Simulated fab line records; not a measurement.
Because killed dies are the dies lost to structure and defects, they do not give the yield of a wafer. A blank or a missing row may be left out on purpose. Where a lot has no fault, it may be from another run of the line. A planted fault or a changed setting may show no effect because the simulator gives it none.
Which tool is to blame? || flow rit_cmos || 21 wafers from 7 lots sampled at 2 of the route's 202 steps

== WHAT THE GAUGES READ, wafer by wafer ==
RIT_ACTIVE_THK_MEAS_02.
{"lot": "L357", "measured": "day 1 17:03", "on": "film_metro-02", "ACTIVE_OXIDE_THK (nm)": "47.2 48.0 47.9"}
{"lot": "L359", "measured": "day 2 03:03", "on": "film_metro-02", "ACTIVE_OXIDE_THK (nm)": "47.3 47.7 47.1"}
{"lot": "L361", "measured": "day 2 13:04", "on": "film_metro-02", "ACTIVE_OXIDE_THK (nm)": "46.2 46.6 46.6"}
{"lot": "L365", "measured": "day 3 13:53", "on": "film_metro-01", "ACTIVE_OXIDE_THK (nm)": "76.3 76.6 75.6"}
{"lot": "L372", "measured": "day 4 21:40", "on": "film_metro-02", "ACTIVE_OXIDE_THK (nm)": "46.5 47.5 46.8"}
{"lot": "L376", "measured": "day 5 16:17", "on": "film_metro-01", "ACTIVE_OXIDE_THK (nm)": "46.4 46.6 47.2"}
{"lot": "L379", "measured": "day 6 07:03", "on": "film_metro-04", "ACTIVE_OXIDE_THK (nm)": "45.7 46.7 47.4"}

== WHICH TOOL RAN EACH LOT (tool, then ch and the chambers of the sampled wafers, then the start) ==
{"lot": "L357", "RIT_ACTIVE_OXIDATION_01": "furnace-03 ch 0, day 1 15:07"}
{"lot": "L359", "RIT_ACTIVE_OXIDATION_01": "furnace-01 ch 0, day 2 01:07"}
{"lot": "L361", "RIT_ACTIVE_OXIDATION_01": "furnace-04 ch 0, day 2 11:07"}
{"lot": "L365", "RIT_ACTIVE_OXIDATION_01": "furnace-04 ch 0, day 3 08:51 and furnace-01 ch 0, day 3 11:57"}
{"lot": "L372", "RIT_ACTIVE_OXIDATION_01": "furnace-04 ch 0, day 4 19:44"}
{"lot": "L376", "RIT_ACTIVE_OXIDATION_01": "furnace-03 ch 0, day 5 14:21"}
{"lot": "L379", "RIT_ACTIVE_OXIDATION_01": "furnace-04 ch 0, day 6 05:07"}
- RIT_ACTIVE_OXIDATION_01: target thk 46.8 nm, ox time 3360 s.

== THE ANSWER, worked out from the rows above alone ==
Rule: the lots themselves supply what counts as usual. Put in order of their means at a reading, lots are off if they are a third of the lots or fewer, leave a main group of 4 or more, and stand apart from it by a gap of 3 or more times the standard deviation of the main group's means; of several such gaps the widest counts. A main group whose means are all the same, to the digits that the tables above print for the reading, isn't used. Also off: a lot with no number at a reading for which 4 or more lots have one. The other lots that the step has rows for count as sound.
Off: L365, at RIT_ACTIVE_THK_MEAS_02 (ACTIVE_OXIDE_THK). For the main group the mean is 47.0 nm and the standard deviation 0.44.
A tool fits if, at a process step before that reading, it ran every lot that is off, and no sound lot after the first of them. Gauges at RIT_ACTIVE_THK_MEAS_02: tried the same way as those tools. One fits: furnace-01 at RIT_ACTIVE_OXIDATION_01. A fault onset in the window from L359 (day 2 01:07, its last sound lot) to L365 (day 3 11:57, its first lot off) fits.

== WHAT THE SIMULATOR HAD INSERTED ==
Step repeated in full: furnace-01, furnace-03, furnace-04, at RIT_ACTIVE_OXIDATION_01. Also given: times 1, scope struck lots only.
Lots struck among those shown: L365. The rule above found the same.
